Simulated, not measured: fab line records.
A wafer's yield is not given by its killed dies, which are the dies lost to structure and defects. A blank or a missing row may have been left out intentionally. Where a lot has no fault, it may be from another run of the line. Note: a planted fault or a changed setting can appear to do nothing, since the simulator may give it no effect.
Which tool is to blame?	flow rit-cmos	13 lots, 39 wafers sampled, at 2 steps of a route of 202

== WHAT THE GAUGES READ, wafer by wafer ==
No reading from a measuring or inspecting step in the record can be judged against a usual standard deviation.

== EACH LOT AND THE TOOL THAT RAN IT (in order: tool; ch and the chambers of the sampled wafers; start) ==
lot	RIT_ACTIVE_ETCH_13	RIT_M1_PROBE_99
L276	rie-diel-02 ch 0,3, day 1 15:55	-
L278	rie-diel-03 ch 0,2,3, day 2 04:15	-
L279	rie-diel-01 ch 1,2,3, day 2 07:48	-
L280	rie-diel-03 ch 0,2,3, day 2 13:34	-
L282	rie-diel-03 ch 0,1,3, day 2 23:21	-
L283	rie-diel-03 ch 0,2,3, day 3 04:20	prober-01, day 5 05:29
L284	rie-diel-03 ch 1,2,3, day 3 10:31	prober-02, day 5 11:56
L293	rie-diel-01 ch 0,1,3, day 5 05:17	prober-02, day 7 08:20
L294	rie-diel-01 ch 2,3, day 5 09:47	-
L296	rie-diel-01 ch 0,1,2, day 5 22:08	prober-01, day 7 22:12
L297	rie-diel-02 ch 0,1,3, day 6 03:05	-
L298	rie-diel-02 ch 1,2, day 6 05:26	-
L299	rie-diel-01 ch 1,2,3, day 6 10:56	-
- RIT_ACTIVE_ETCH_13: etches Si3N4 in SF6, stops on SiO2, time 210 s, target depth 210 nm.
- RIT_M1_PROBE_99

== AS READ BY THE TOOLS THEMSELVES (means over the sampled wafers that have a number; for cases with no such wafer, the mark the record gives instead) ==
RIT_ACTIVE_ETCH_13. Usual: chamber-pressure-mTorr 259.99 mTorr, standard deviation 0.24; drypump-motor-current-A 5.4 A, standard deviation 0.45; oes-product-au 0.816 a.u., standard deviation 0.017; throttle-valve-pct 7.48 %, standard deviation 0.098.
lot	tool	chamber-pressure-mTorr (mTorr)	drypump-motor-current-A (A)	oes-product-au (a.u.)	throttle-valve-pct (%)	flag
L276	rie-diel-02	259.79	5.9	0.799	7.68	
L278	rie-diel-03	259.82	5.2	0.817	7.49	
L279	rie-diel-01	260.03	5.2	0.817	7.49	
L280	rie-diel-03	259.96	5.2	0.809	7.48	
L282	rie-diel-03	260.04	5.5	0.815	7.47	
L283	rie-diel-03	259.87	5.2	0.808	7.49	
L284	rie-diel-03	259.84	5.1	0.797	7.40	
L293	rie-diel-01	259.79	5.3	0.807	7.46	
L294	rie-diel-01	259.95	4.9	0.814	7.50	
L296	rie-diel-01	260.17	5.2	0.830	7.48	
L297	rie-diel-02	260.16	6.0	0.806	7.59	
L298	rie-diel-02	259.90	6.1	0.807	7.44	
L299	rie-diel-01	260.19	5.2	0.810	7.50	

RIT_M1_PROBE_99. Usual: killed-at-contacts 0.1, standard deviation 0.27; killed-at-front-end 6.5, standard deviation 2.8; killed-dies 6.6, standard deviation 2.8; killed-open 3.5, standard deviation 2; killed-short 3.2, standard deviation 1.8.
lot	tool	killed-at-contacts	killed-at-front-end	killed-dies	killed-open	killed-short	flag
L283	prober-01	0.0	6.0	6.0	3.3	2.7	
L284	prober-02	0.0	8.0	8.0	2.0	4.0	
L293	prober-02	0.0	6.0	6.0	2.7	3.3	
L296	prober-01	0.0	7.3	7.3	4.0	3.3	

== THE ANSWER, worked out from the rows above alone ==
Rule: a lot counts as off when the mean over its wafers that have a number is more than 3 standard deviations away from the usual mean. Also off: a lot with no number at a reading for which 4 or more lots have one. All remaining lots with rows at the step are treated as sound. After the gauges, taken in route order, come the tools' own readings; for these a lot's mean is taken, as printed above. At the first step where some lot is off, the reading lying furthest off is the one used; lots without a number count as furthest.
Nothing can be told from this: no lot is off at any reading shown.

== WHAT WAS PUT IN BY THE SIMULATOR ==
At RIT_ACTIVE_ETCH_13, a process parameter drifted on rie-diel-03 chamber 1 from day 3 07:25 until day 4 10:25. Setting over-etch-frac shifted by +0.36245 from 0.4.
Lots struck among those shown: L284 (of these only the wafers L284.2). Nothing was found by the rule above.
